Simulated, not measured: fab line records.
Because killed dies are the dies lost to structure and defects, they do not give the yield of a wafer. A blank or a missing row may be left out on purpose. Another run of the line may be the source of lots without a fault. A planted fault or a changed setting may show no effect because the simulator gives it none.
Comparing a struck lot with a sound one / flow ritCmos / 14 out of 202 route steps
Sound: wafers L851.3, L851.4, L851.6. Wafers L848.2, L848.3, L848.4 were the ones struck. The cause is named last.
Order at every step that has rows: each side's tool, ch and its chambers, its first start. Under that, the readings that differ: sound wafers / struck wafers / difference of the means / sigmas: that difference in standard deviations of wafers without a fault.
alike: a reading whose means differ by less than 2 such deviations, as well as words and numbers matching on both sides. not compared: withheld readings; readings where some wafer has no value; bounds like >300 that might hide an equal value; numbers whose values overlap and for which the record gives no deviation.
A row with sigmas, a row that says differs or no value, or rows on one side alone: a step with any of these is where the two part. Numbers that have no deviation but don't overlap get no sigmas and don't part them. A reading missing from all wafers of one side parts the sides only when that side holds two or more wafers.

first, 2 steps without rows for these wafers: RIT_NWELL_PEB_04; RIT_NWELL_DEVELOP_05 (develop time 68 s).
RIT_NWELL_OVL_MEAS_06:
  sound: overlay-01 at day 6 08:20; struck: overlay-01 at day 5 19:58
  alike: NWELL_OVL
then, 2 steps without rows for these wafers: RIT_NWELL_HARDBAKE_07 (time 120 s); RIT_NWELL_IMPLANT_08.
RIT_NWELL_STRIP_09: strips in O2, time 180 s.
  sound on plasmaAsher-01 ch 0,1, day 6 08:49; struck on plasmaAsher-04 ch 0,1, day 5 20:23
  alike: drypumpMotorCurrentA
  not compared: rfHoursCounterH
RIT_NWELL_TW_MEAS_10:
  sound: filmMetro-04 at day 6 08:56; struck: filmMetro-04 at day 5 20:34
  alike: NWELL_TW
then, 2 steps without rows for these wafers: RIT_PWELL_HMDS_00 (prime time 60 s); RIT_PWELL_COAT_01 (resist thk 1300 nm).
RIT_PWELL_SOFTBAKE_02: time 61.68 s.
  sound on lithoTrack-04 ch 0, day 6 09:20; struck on lithoTrack-03 ch 0, day 5 20:57
  alike: chillPlateTempC, plateSensorTCentreC, plateSensorTEdgeC
then, 2 steps without rows for these wafers: RIT_PWELL_EXPOSE_03 (exposes mask M3, target cd 43700 nm); RIT_PWELL_PEB_04.
RIT_PWELL_DEVELOP_05: develop time 68 s.
  sound on lithoTrack-04 ch 0, day 6 09:00; struck on lithoTrack-03, day 5 21:00
  no value came back on the struck wafers for chillPlateTempC (C), developTimeS (s); on the sound wafers chillPlateTempC (C) reads 23.02 22.99 22.99
RIT_PWELL_OVL_MEAS_06:
  sound: overlay-01 at day 6 10:04; struck: overlay-01 at day 5 21:31
reading=PWELL_OVL (nm); sound=0.2 -0.1 -0.4; struck=- - -; difference=no value on the struck wafers; sigmas=

WHERE THEY PART
At RIT_PWELL_DEVELOP_05 first; at RIT_PWELL_OVL_MEAS_06 last (within this record only).

WHY: the cause the simulator had injected
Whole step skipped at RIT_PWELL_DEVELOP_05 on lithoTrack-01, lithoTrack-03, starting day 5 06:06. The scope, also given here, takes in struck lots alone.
